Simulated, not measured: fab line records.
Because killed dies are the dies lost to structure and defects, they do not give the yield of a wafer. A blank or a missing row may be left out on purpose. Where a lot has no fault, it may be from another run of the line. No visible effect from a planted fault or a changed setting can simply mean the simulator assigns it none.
A lot that was struck, set against a sound lot | flow rit cmos | 17 out of 202 route steps
Sound: these wafers, L381.2, L381.3, L381.5. Struck: wafers L386.2, L386.4. (L386.1 of the same lot was not struck and is left out.) The cause comes at the end.
Each step with rows lists, per side, the tool, then ch with its chambers, then its first start. Under that, the readings that differ: sound wafers | struck wafers | difference of the means | sigmas: that difference in standard deviations of wafers without a fault.
alike: readings whose means differ by less than 2 such deviations, and words and numbers that are the same on both sides. not compared: withheld readings, readings that some wafer has no value for, bounds like >300 that may hide the same value, and numbers for which the record gives no deviation and whose values overlap.
A row with sigmas, a row that says differs or no value, or rows on one side alone: a step with any of these is where the two part. Non-overlapping numbers with no deviation appear without sigmas and do not part them. Lack of a reading on every wafer of one side parts them only where that side has two or more wafers.

first, 1 step without rows for these wafers: RIT_PSD_IMPLANT_08.
RIT_PSD_STRIP_09: strips in O2, time 180 s.
  sound on plasma asher-01 ch 0,1, day 3 03:07; struck on plasma asher-03 ch 0,1, day 4 07:08
  alike: drypump motor current A
  not compared: rf hours counter h
RIT_PSD_TW_MEAS_10:
  sound on film metro-03, day 3 03:17; struck on film metro-04, day 4 07:19
  alike: PSD_TW
then, 3 steps without rows for these wafers: RIT_SDANNEAL_CLEAN_00 (cleans in SC1, time 600 s); RIT_SDANNEAL_CLEAN_01 (cleans in dHF, time 30 s); RIT_SDANNEAL_CLEAN_02 (cleans in SC2, time 600 s).
RIT_SDANNEAL_RTA_03: time 5 s.
  sound on rtp anneal-01 ch 0, day 3 03:44; struck on rtp anneal-02 ch 0, day 4 07:45
  alike: ramp up c per s, wafer_temp_C_max
RIT_SDANNEAL_RS_MEAS_04: a four-point-probe measurement.
  sound on film metro-01, day 3 03:48; struck on film metro-03, day 4 07:49
  alike: PSD_RS
RIT_SDANNEAL_RS_MEAS_05: a four-point-probe measurement.
  sound on film metro-01, day 3 03:55; struck on film metro-03, day 4 07:56
  alike: NSD_RS
RIT_SDANNEAL_RS_MEAS_06: a four-point-probe measurement.
  sound on film metro-01, day 3 04:02; struck on film metro-03, day 4 08:03
  alike: PLDD_RS
RIT_SDANNEAL_RS_MEAS_07: a four-point-probe measurement.
  sound on film metro-01, day 3 04:10; struck on film metro-03, day 4 08:10
  alike: NLDD_RS
then, 1 step without rows for these wafers: RIT_SILICIDE_WET_ETCH_00 (etches SiO2 in BOE, target depth 14 nm, time 15 s).
RIT_SILICIDE_SPUTTER_01: material Ti, target thk 30 nm, time 240 s.
  sound on pvd sputter-03, day 3 04:17; struck on pvd sputter-03, day 4 08:18
  reading                                     | sound             | struck      | difference | sigmas
  model.Ti_of_SILICIDE_SPUTTER_01.thk nm (nm) | 29.51 29.04 29.21 | 11.38 11.55 | -17.79     |
  alike: substrate temp c, throttle valve pct
RIT_SILICIDE_RS_MEAS_02: a four-point-probe measurement.
  sound on film metro-04, day 3 04:27; struck on film metro-02, day 4 08:27
  reading                 | sound          | struck      | difference | sigmas
  SILICIDE_TI_RS (ohm/sq) | 48.9 50.0 49.6 | 167.5 164.2 | +116.3     | +99 or more
RIT_SILICIDE_THK_MEAS_03: measures by xrf.
  sound on film metro-04, day 3 04:34; struck on film metro-02, day 4 08:34
  reading              | sound          | struck    | difference | sigmas
  SILICIDE_TI_THK (nm) | 29.4 29.1 29.3 | 11.4 11.5 | -17.8      | -59
RIT_SILICIDE_RTA_04: time 10 s, ramp up 5 s, ramp down 5 s.
  sound on rtp anneal-02 ch 0, day 3 04:37; struck on rtp anneal-01 ch 0, day 4 08:38
  alike: wafer_temp_C_max
RIT_M1_PROBE_99:
  sound on prober-02, day 3 11:13; struck on prober-01, day 4 15:13
  reading                              | sound             | struck      | difference | sigmas
  model.etest.npoly line.line ohm um   | 169.9 175.2 173.1 | 370 362     | +193       |
  model.etest.ppoly line.line ohm um   | 163.2 167.9 165.5 | 341.1 331.1 | +170.6     |
  model.etest.npoly line.rs ohm sq     | 17.16 17.28 17.48 | 42.03 41.28 | +24.35     |
  model.etest.ppoly line.rs ohm sq     | 16.61 16.82 16.7  | 38.58 38.3  | +21.73     |
  model.etest.npoly line.width nm (nm) | 101.3 99.7 99.97  | 113.4 114.6 | +13.7      |
  model.etest.ppoly line.width nm (nm) | 101.4 100.7 100.7 | 114 114.8   | +13        |
  model.etest.contact pplus.end ohm um | 44.03 43.46 42.89 | 31.09 31.59 | -12.12     |
  model.etest.npoly sal.rs ohm sq      | 4.386 4.481 4.433 | 12.25 11.99 | +7.69      |
  alike: killed at contacts, killed at front end, killed dies, killed open, killed short

WHERE THEY PART
Earliest at RIT_SILICIDE_RS_MEAS_02; latest, in this record, at RIT_SILICIDE_THK_MEAS_03. Later steps at which nothing parts them and some readings are alike: RIT_SILICIDE_RTA_04, RIT_M1_PROBE_99.

WHY: whatever the simulator had introduced
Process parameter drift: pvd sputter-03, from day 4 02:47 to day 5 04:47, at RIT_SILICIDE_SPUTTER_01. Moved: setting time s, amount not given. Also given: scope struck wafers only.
